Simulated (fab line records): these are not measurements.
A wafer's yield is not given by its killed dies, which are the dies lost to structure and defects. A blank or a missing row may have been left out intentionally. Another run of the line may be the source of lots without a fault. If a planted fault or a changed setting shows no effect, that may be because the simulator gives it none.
Which tool did it?	flow rit cmos	Sampling: 14 lots, 42 wafers, 5 of 202 route steps

## WHAT EACH GAUGE READ, for each wafer
RIT_ACTIVE_THK_MEAS_02. Usual: for ACTIVE_OXIDE_THK the level is 48.1 nm and the standard deviation is 0.9.
lot	measured	on	ACTIVE_OXIDE_THK (nm)	flag
L272	day 1 12:04	film metro-01	48.1 48.5 49.1	
L273	day 1 17:03	film metro-02	49.1 48.6 48.5	
L274	day 1 22:03	film metro-01	47.9 47.3 47.7	
L275	day 2 03:28	film metro-01	47.4 47.5 47.7	
L277	day 2 13:04	film metro-03	49.2 49.2 49.6	
L279	day 2 23:03	film metro-01	49.1 50.1 49.5	
L280	day 3 05:12	film metro-03	48.1 48.0 47.9	
L282	day 3 14:04	film metro-03	47.6 48.5 47.5	
L283	day 3 19:05	film metro-02	49.7 49.4 49.4	
L284	day 4 00:04	film metro-01	47.6 47.4 47.4	
L285	day 4 05:04	film metro-02	49.1 48.6 47.9	
L289	day 5 01:04	film metro-02	55.0 54.6 55.0	OFF
L290	day 5 06:15	film metro-03	55.0 55.0 54.7	OFF
L292	day 5 16:03	film metro-01	47.7 47.5 46.9	

RIT_PRETRO_OVL_MEAS_06. Usual: for PRETRO_OVL the level is 0.3 nm and the standard deviation is 1.5.
lot	measured	on	PRETRO_OVL (nm)	flag
L272	day 2 06:46	overlay-02	0.2 1.0 -1.8	
L273	day 2 11:56	overlay-01	1.2 0.3 0.2	
L274	day 2 17:26	overlay-02	-0.9 -0.1 -1.1	
L275	day 2 23:09	overlay-02	-1.3 -1.4 -0.1	
L277	day 3 08:08	overlay-02	0.3 0.3 -1.0	
L279	day 3 18:55	overlay-02	0.9 -0.2 0.1	
L280	day 3 23:39	overlay-01	1.1 0.8 0.5	
L282	day 4 08:51	overlay-01	-2.2 -1.4 0.5	
L283	day 4 14:16	overlay-01	-0.4 -0.3 1.0	
L284	day 4 19:34	overlay-02	0.0 0.3 1.0	
L285	day 5 00:21	overlay-01	0.7 -0.4 -0.9	
L289	day 5 20:16	overlay-01	1.5 1.1 0.3	
L290	day 6 01:38	overlay-02	-0.2 0.5 -0.1	
L292	day 6 12:07	overlay-01	-1.0 -1.0 -2.2	

## WHAT TOOL EACH LOT RAN ON (gives the tool, then ch and the chambers of the sampled wafers, and finally the start)
lot	RIT_ACTIVE_OXIDATION_01	RIT_NWELL_STRIP_09	RIT_NRETRO_STRIP_09
L272	furnace-02 ch 0, day 1 10:07	plasma asher-03 ch 0,1, day 1 20:53	plasma asher-01 ch 0,1, day 2 05:35
L273	furnace-02 ch 0, day 1 15:07	plasma asher-03 ch 1, day 2 01:51	plasma asher-02 ch 0,1, day 2 10:41
L274	furnace-04 ch 0, day 1 20:07	plasma asher-03 ch 0,1, day 2 07:35	plasma asher-03 ch 0,1, day 2 16:08
L275	furnace-01 ch 0, day 2 01:31	plasma asher-03 ch 0,1, day 2 13:20	plasma asher-02 ch 1, day 2 22:02
L277	furnace-01 ch 0, day 2 11:07	plasma asher-04 ch 0,1, day 2 21:41	plasma asher-03 ch 0,1, day 3 07:04
L279	furnace-01 ch 0, day 2 21:07	plasma asher-01 ch 0,1, day 3 09:01	plasma asher-02 ch 0,1, day 3 17:48
L280	furnace-04 ch 0, day 3 03:16	plasma asher-03 ch 0,1, day 3 13:44	plasma asher-03 ch 0,1, day 3 22:25
L282	furnace-02 ch 0, day 3 12:07	plasma asher-01 ch 0,1, day 3 22:50	plasma asher-01 ch 0,1, day 4 07:36
L283	furnace-04 ch 0, day 3 17:07	plasma asher-03 ch 0,1, day 4 04:01	plasma asher-02 ch 0,1, day 4 12:58
L284	furnace-02 ch 0, day 3 22:07	plasma asher-04 ch 0,1, day 4 09:57	plasma asher-03 ch 0,1, day 4 18:27
L285	furnace-01 ch 0, day 4 03:07	plasma asher-03 ch 0,1, day 4 14:28	plasma asher-03 ch 1, day 4 23:07
L289	furnace-02 ch 0, day 4 23:07	plasma asher-01 ch 0, day 5 10:15	plasma asher-03 ch 0,1, day 5 19:01
L290	furnace-02 ch 0, day 5 04:17	plasma asher-03 ch 0,1, day 5 15:53	plasma asher-03 ch 0,1, day 6 00:26
L292	furnace-01 ch 0, day 5 14:07	plasma asher-03 ch 0,1, day 6 02:18	plasma asher-02 ch 0,1, day 6 10:52
- RIT_ACTIVE_OXIDATION_01: target thk 46.8 nm, ox time 3513 s.
- RIT_NWELL_STRIP_09: strips in O2, time 180 s.
- RIT_NRETRO_STRIP_09: strips in O2, time 180 s.

## AS READ BY THE TOOLS THEMSELVES (means over the sampled wafers that have a number; for cases with no such wafer, the mark the record gives instead)
RIT_ACTIVE_OXIDATION_01. Usual: zone power source pct 30.8 %, standard deviation 0.46.
lot	tool	zone power source pct (%)	flag
L272	furnace-02	30.8	
L273	furnace-02	30.4	
L274	furnace-04	30.6	
L275	furnace-01	31.0	
L277	furnace-01	31.7	
L279	furnace-01	31.2	
L280	furnace-04	31.0	
L282	furnace-02	30.7	
L283	furnace-04	30.4	
L284	furnace-02	30.4	
L285	furnace-01	31.3	
L289	furnace-02	30.5	
L290	furnace-02	30.7	
L292	furnace-01	31.6	

RIT_NWELL_STRIP_09. Usual: drypump motor current A 5.8 A, standard deviation 0.51; rf refl power W 7.9 W, standard deviation 0.91.
lot	tool	drypump motor current A (A)	rf refl power W (W)	flag
L272	plasma asher-03	6.2	7.9	
L273	plasma asher-03	5.7	7.4	
L274	plasma asher-03	6.0	7.4	
L275	plasma asher-03	6.0	7.7	
L277	plasma asher-04	5.8	7.9	
L279	plasma asher-01	5.2	8.8	
L280	plasma asher-03	6.0	8.0	
L282	plasma asher-01	5.3	7.8	
L283	plasma asher-03	6.0	7.7	
L284	plasma asher-04	6.1	7.8	
L285	plasma asher-03	6.0	7.7	
L289	plasma asher-01	5.3	6.6	
L290	plasma asher-03	6.3	8.0	
L292	plasma asher-03	6.2	7.8	

RIT_NRETRO_STRIP_09. Usual: drypump motor current A 5.6 A, standard deviation 0.53; rf refl power W 7.0 W, standard deviation 1.6.
lot	tool	drypump motor current A (A)	rf refl power W (W)	flag
L272	plasma asher-01	5.3	7.6	
L273	plasma asher-02	5.2	5.0	
L274	plasma asher-03	6.2	7.9	
L275	plasma asher-02	5.2	5.5	
L277	plasma asher-03	6.2	8.1	
L279	plasma asher-02	5.2	4.8	
L280	plasma asher-03	6.3	7.9	
L282	plasma asher-01	5.3	7.7	
L283	plasma asher-02	5.2	5.1	
L284	plasma asher-03	6.0	7.7	
L285	plasma asher-03	5.7	7.5	
L289	plasma asher-03	6.0	7.6	
L290	plasma asher-03	6.0	7.8	
L292	plasma asher-02	5.2	4.8	

## THE ANSWER, worked out from the rows above alone
Rule: lot off if the mean of its wafers having a number is beyond 3 standard deviations from the usual mean. Also off: a lot with no number at a reading for which 4 or more lots have one. Any other lot the step has rows for is counted as sound. Order of review: gauges by route order, followed by the tools' own readings, for which a lot's mean as printed above is used. The first step at which some lot is off is used, and at that step the reading that is off furthest; a lot without a number counts as furthest.
Off: L289, L290, seen at RIT_ACTIVE_THK_MEAS_02 (ACTIVE_OXIDE_THK).
A tool fits if, at a process step before that reading, it ran every lot that is off, and no sound lot after the first of them. Those tools and the gauges at RIT_ACTIVE_THK_MEAS_02 are tried in the same way. One candidate fits, namely furnace-02 at RIT_ACTIVE_OXIDATION_01. A fault onset in the window from L284 (day 3 22:07, its last sound lot) to L289 (day 4 23:07, its first lot off) fits.

## WHAT HAD BEEN PUT IN BY THE SIMULATOR
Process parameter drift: furnace-02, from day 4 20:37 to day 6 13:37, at RIT_ACTIVE_OXIDATION_01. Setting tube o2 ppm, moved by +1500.
Struck lots among those shown: L289, L290. The rule above found the same.
